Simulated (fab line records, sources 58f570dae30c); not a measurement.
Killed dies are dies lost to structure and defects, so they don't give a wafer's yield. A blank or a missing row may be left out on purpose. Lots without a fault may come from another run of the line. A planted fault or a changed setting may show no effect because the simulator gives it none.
Which tool did it? | flow berkeley_cmos170 | 14 lots, 42 wafers sampled, at 5 steps of a route of 331

WHAT THE GAUGES READ, wafer by wafer
UCB170_SDANNEAL_RS_MEAS_05: measures by four-point-probe. Usual: NLDD_RS 616.4 ohm/sq, standard deviation 1.4.
lot  | measured     | on            | NLDD_RS (ohm/sq)  | flag
L512 | day 8 10:16  | film_metro-01 | 617.3 618.0 615.9 |
L514 | day 8 11:26  | film_metro-01 | 616.3 616.9 617.1 |
L515 | day 8 11:13  | film_metro-02 | 617.1 618.2 618.0 |
L517 | day 8 14:37  | film_metro-01 | 615.9 614.5 617.1 |
L519 | day 9 10:09  | film_metro-02 | 617.4 616.5 615.5 |
L522 | day 10 04:30 | film_metro-04 | 615.7 616.8 618.3 |
L524 | day 10 15:23 | film_metro-01 | 616.7 618.3 618.5 |
L526 | day 10 15:49 | film_metro-04 | 615.0 613.4 614.7 |
L525 | day 10 16:13 | film_metro-02 | 615.6 614.6 613.6 |
L527 | day 10 16:20 | film_metro-04 | 615.7 618.3 616.1 |
L528 | day 11 07:53 | film_metro-02 | 616.9 617.0 615.3 |
L530 | day 11 18:32 | film_metro-01 | 617.7 616.5 618.0 |
L531 | day 11 18:43 | film_metro-04 | 617.3 615.6 616.0 |
L534 | day 12 05:14 | film_metro-02 | 615.9 614.9 614.9 |

UCB170_CONTACT_THK_MEAS_02. Usual: CONTACT_PSG_THK 700 nm, standard deviation 6.
lot  | measured     | on            | CONTACT_PSG_THK (nm) | flag
L512 | day 8 13:43  | film_metro-02 | 702 693 697          |
L514 | day 8 15:25  | film_metro-01 | 705 708 704          |
L515 | day 8 13:39  | film_metro-01 | 695 694 697          |
L517 | day 8 17:25  | film_metro-01 | 709 707 702          |
L519 | day 9 12:45  | film_metro-03 | 697 692 694          |
L522 | day 10 06:58 | film_metro-03 | 951 947 949          | OFF
L524 | day 10 17:51 | film_metro-03 | 956 954 956          | OFF
L526 | day 10 19:49 | film_metro-02 | 703 698 703          |
L525 | day 10 19:50 | film_metro-01 | 706 706 698          |
L527 | day 10 19:53 | film_metro-03 | 698 697 703          |
L528 | day 11 10:20 | film_metro-01 | 709 714 707          |
L530 | day 11 23:05 | film_metro-02 | 705 704 709          |
L531 | day 11 23:04 | film_metro-03 | 700 699 701          |
L534 | day 12 07:40 | film_metro-03 | 702 699 699          |

WHICH TOOL RAN EACH LOT (tool, then ch and the chambers of the sampled wafers, then the start)
lot  | UCB170_BACKSIDE_STRIP_03             | UCB170_SILICIDE_SPUTTER_01   | UCB170_CONTACT_CVD_01
L512 | plasma_asher-04 ch 0,1, day 8 09:07  | pvd_sputter-02, day 8 10:24  | lpcvd-02 ch 0, day 8 11:01
L514 | plasma_asher-02 ch 0,1, day 8 10:24  | pvd_sputter-02, day 8 11:37  | lpcvd-01 ch 0, day 8 13:38
L515 | plasma_asher-01 ch 0,1, day 8 10:25  | pvd_sputter-01, day 8 11:22  | lpcvd-01 ch 1, day 8 11:50
L517 | plasma_asher-01 ch 0,1, day 8 13:45  | pvd_sputter-03, day 8 14:47  | lpcvd-02 ch 0, day 8 15:38
L519 | plasma_asher-01 ch 0,1, day 9 09:14  | pvd_sputter-01, day 9 10:19  | lpcvd-02 ch 0, day 9 10:57
L522 | plasma_asher-02 ch 0,1, day 10 03:34 | pvd_sputter-03, day 10 04:40 | lpcvd-02 ch 0, day 10 05:10
L524 | plasma_asher-01 ch 0, day 10 14:36   | pvd_sputter-03, day 10 15:33 | lpcvd-02 ch 0, day 10 16:03
L526 | plasma_asher-04 ch 0,1, day 10 15:03 | pvd_sputter-01, day 10 16:00 | lpcvd-01 ch 0, day 10 18:02
L525 | plasma_asher-01 ch 0,1, day 10 15:25 | pvd_sputter-02, day 10 16:21 | lpcvd-01 ch 1, day 10 18:02
L527 | plasma_asher-02 ch 0,1, day 10 15:30 | pvd_sputter-03, day 10 16:32 | lpcvd-01 ch 0, day 10 18:02
L528 | plasma_asher-04 ch 0, day 11 06:59   | pvd_sputter-03, day 11 08:04 | lpcvd-01 ch 0, day 11 08:33
L530 | plasma_asher-02 ch 0,1, day 11 17:31 | pvd_sputter-02, day 11 18:40 | lpcvd-01 ch 1, day 11 20:23
L531 | plasma_asher-01 ch 0,1, day 11 17:56 | pvd_sputter-03, day 11 18:54 | lpcvd-01 ch 1, day 11 20:23
L534 | plasma_asher-01 ch 0,1, day 12 04:27 | pvd_sputter-02, day 12 05:24 | lpcvd-01 ch 0, day 12 05:53
- UCB170_BACKSIDE_STRIP_03: strips in O2.
- UCB170_SILICIDE_SPUTTER_01: material Ti, target thk 30 nm, time 25 s.
- UCB170_CONTACT_CVD_01: deposits PSG from SiH4/O2/PH3, target thk 700 nm, time 2820 s.

WHAT THE TOOLS THEMSELVES READ (means of the sampled wafers that have a number; where no wafer has one, the mark that the record gives instead)
UCB170_BACKSIDE_STRIP_03. Usual: drypump_motor_current_A 5.7 A, standard deviation 0.63; oes_product_au 0.735 a.u., standard deviation 0.0046; strip_time_to_endpoint_s 21.93 s, standard deviation 0.071.
lot  | tool            | drypump_motor_current_A (A) | oes_product_au (a.u.) | strip_time_to_endpoint_s (s) | flag
L512 | plasma_asher-04 | 5.1                         | 0.736                 | 21.97                        |
L514 | plasma_asher-02 | 5.4                         | 0.739                 | 22.00                        |
L515 | plasma_asher-01 | 5.9                         | 0.735                 | 21.94                        |
L517 | plasma_asher-01 | 6.2                         | 0.735                 | 21.90                        |
L519 | plasma_asher-01 | 6.2                         | 0.731                 | 22.09                        |
L522 | plasma_asher-02 | 5.4                         | 0.735                 | 21.89                        |
L524 | plasma_asher-01 | 6.6                         | 0.736                 | 21.96                        |
L526 | plasma_asher-04 | 5.6                         | 0.740                 | 21.97                        |
L525 | plasma_asher-01 | 6.2                         | 0.734                 | 21.92                        |
L527 | plasma_asher-02 | 5.7                         | 0.734                 | 21.89                        |
L528 | plasma_asher-04 | 6.0                         | 0.734                 | 21.89                        |
L530 | plasma_asher-02 | 5.7                         | 0.736                 | 21.80                        |
L531 | plasma_asher-01 | 6.2                         | 0.731                 | 21.83                        |
L534 | plasma_asher-01 | 6.2                         | 0.739                 | 21.82                        |

UCB170_SILICIDE_SPUTTER_01. Usual: throttle_valve_pct 30.5 %, standard deviation 0.94.
lot  | tool           | throttle_valve_pct (%) | flag
L512 | pvd_sputter-02 | 30.1                   |
L514 | pvd_sputter-02 | 30.0                   |
L515 | pvd_sputter-01 | 30.0                   |
L517 | pvd_sputter-03 | 30.8                   |
L519 | pvd_sputter-01 | 30.7                   |
L522 | pvd_sputter-03 | 30.6                   |
L524 | pvd_sputter-03 | 30.4                   |
L526 | pvd_sputter-01 | 29.9                   |
L525 | pvd_sputter-02 | 30.0                   |
L527 | pvd_sputter-03 | 30.7                   |
L528 | pvd_sputter-03 | 30.9                   |
L530 | pvd_sputter-02 | 30.0                   |
L531 | pvd_sputter-03 | 31.1                   |
L534 | pvd_sputter-02 | 29.6                   |

THE ANSWER, worked out from the rows above alone
Rule: a lot is off if the mean of its wafers that have a number lies more than 3 standard deviations from the usual mean. A lot without any number at a reading at which 4 lots or more have one is off too. The other lots that the step has rows for count as sound. The gauges are gone through in route order, then the tools' own readings, and for those a lot's mean is taken as printed above. The first step at which some lot is off is used, and at that step the reading that is off furthest; a lot without a number counts as furthest.
Off: L522, L524, at UCB170_CONTACT_THK_MEAS_02 (CONTACT_PSG_THK).
A tool fits if, at a process step before that reading, it ran every lot that is off, and no sound lot after the first of them. The gauges at UCB170_CONTACT_THK_MEAS_02 are tried like those tools. One fits: lpcvd-02 at UCB170_CONTACT_CVD_01. Its last sound lot is L519 (day 9 10:57), its first lot that is off L522 (day 10 05:10): a fault that began between those two fits.

WHAT THE SIMULATOR HAD PUT IN
Process parameter drift: lpcvd-02, from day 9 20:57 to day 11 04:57, at UCB170_CONTACT_CVD_01. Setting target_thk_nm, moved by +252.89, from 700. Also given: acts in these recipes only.
Lots struck among those shown: L522, L524. The rule above found the same.
